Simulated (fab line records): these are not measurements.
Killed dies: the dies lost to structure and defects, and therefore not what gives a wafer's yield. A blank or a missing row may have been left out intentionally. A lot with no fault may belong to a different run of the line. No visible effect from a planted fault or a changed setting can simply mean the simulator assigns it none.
Problem report, 8D (eight disciplines) form, completed by code    flow berkeleyCmos170    the parts of the form that need people (team, actions taken, sign-off) are left out

1. PROBLEM STATEMENT
UCB170_GATE_EXPOSE_09, exposureDoseMJCm2: mean 20.778 on 3 wafers (1 lot); fault-free wafers 20.931, standard deviation 0.023. That is -6.6 standard deviations from the usual mean.
The step: exposes mask POLY, target cd 350 nm.
The first sign was on wafer L161.1 at day 11 01:43, on krfScanner-01. Wafers with a number at this step in the record: 15, from 5 lots. Rule for "out", or "out of limits": more than 4 standard deviations from the usual mean. All remaining wafers that have a number are taken as sound.

2. WHAT THIS IS AND IS NOT
question                     is                      is not
which readings at this step  exposureDoseMJCm2       -
which lots                   L161                    L150, L154, L164, L165
which wafers of those lots   all that have a number  -
read on which tools          krfScanner-01           krfScanner-02
when                         from day 11 01:43       up to then (6 sound wafers); but 6 sound wafers of L164, L165 came after

3. WHAT RULES OUT EACH SUSPECT
Counting: a tool at a process step up to the reading stays a suspect if it ran every lot that is out and no sound lot after the first of them.
- plasmaAsher-01 at UCB170_PVT_STRIP_08 (strips in O2): kept. It ran the lot that is out, L161 (day 10 10:15), and no sound lot after that.
- lithoTrack-02 at UCB170_GATE_SOFTBAKE_08 (time 62.48 s): ruled out as a lasting fault. The sound lots L164, L165 went through it after L161, its earliest lot that is out (day 11 01:43). Because UCB170_GATE_SOFTBAKE_08 lacks a start for some lots, the hours and order of its lots are taken from UCB170_GATE_EXPOSE_09.
- krfScanner-01 at UCB170_GATE_EXPOSE_09 (exposes mask POLY, target cd 350 nm): kept. It ran the lot that is out, L161 (day 11 01:43), and no sound lot after that; its last sound lot up to then is L154 (day 9 09:58). Its own exposureDoseMJCm2 readings are out on those wafers.
Remaining after the count are plasmaAsher-01 at UCB170_PVT_STRIP_08 and krfScanner-01 at UCB170_GATE_EXPOSE_09.

4. THE CAUSE (what the simulator had put in)
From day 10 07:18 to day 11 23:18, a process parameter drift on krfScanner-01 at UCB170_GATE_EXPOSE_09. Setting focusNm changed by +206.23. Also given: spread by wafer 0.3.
This tool is one of the 2 suspects left after counting.

5. THE EFFECT CHAIN, in route order
One row per reading whose mean, taken over the struck wafers that have a number, lies over 3 standard deviations from the usual. Only readings for which the record gives a usual standard deviation are gone through. hours: the time from each lot's start at the first step in this table that gives one to its start at this step, as a median over the lots. sigmas: the change in usual standard deviations.
hours  step                   reading            usual   on struck wafers  change  sigmas
0      UCB170_GATE_EXPOSE_09  exposureDoseMJCm2  20.931  20.778            -0.153  -6.6
Here are the process steps it includes:
- UCB170_GATE_EXPOSE_09: exposes mask POLY, target cd 350 nm.

6. WHAT WOULD HAVE CAUGHT IT SOONER
The fault began at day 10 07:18; the first out-of-limits reading in this record came at day 11 01:43, 18 hours later.
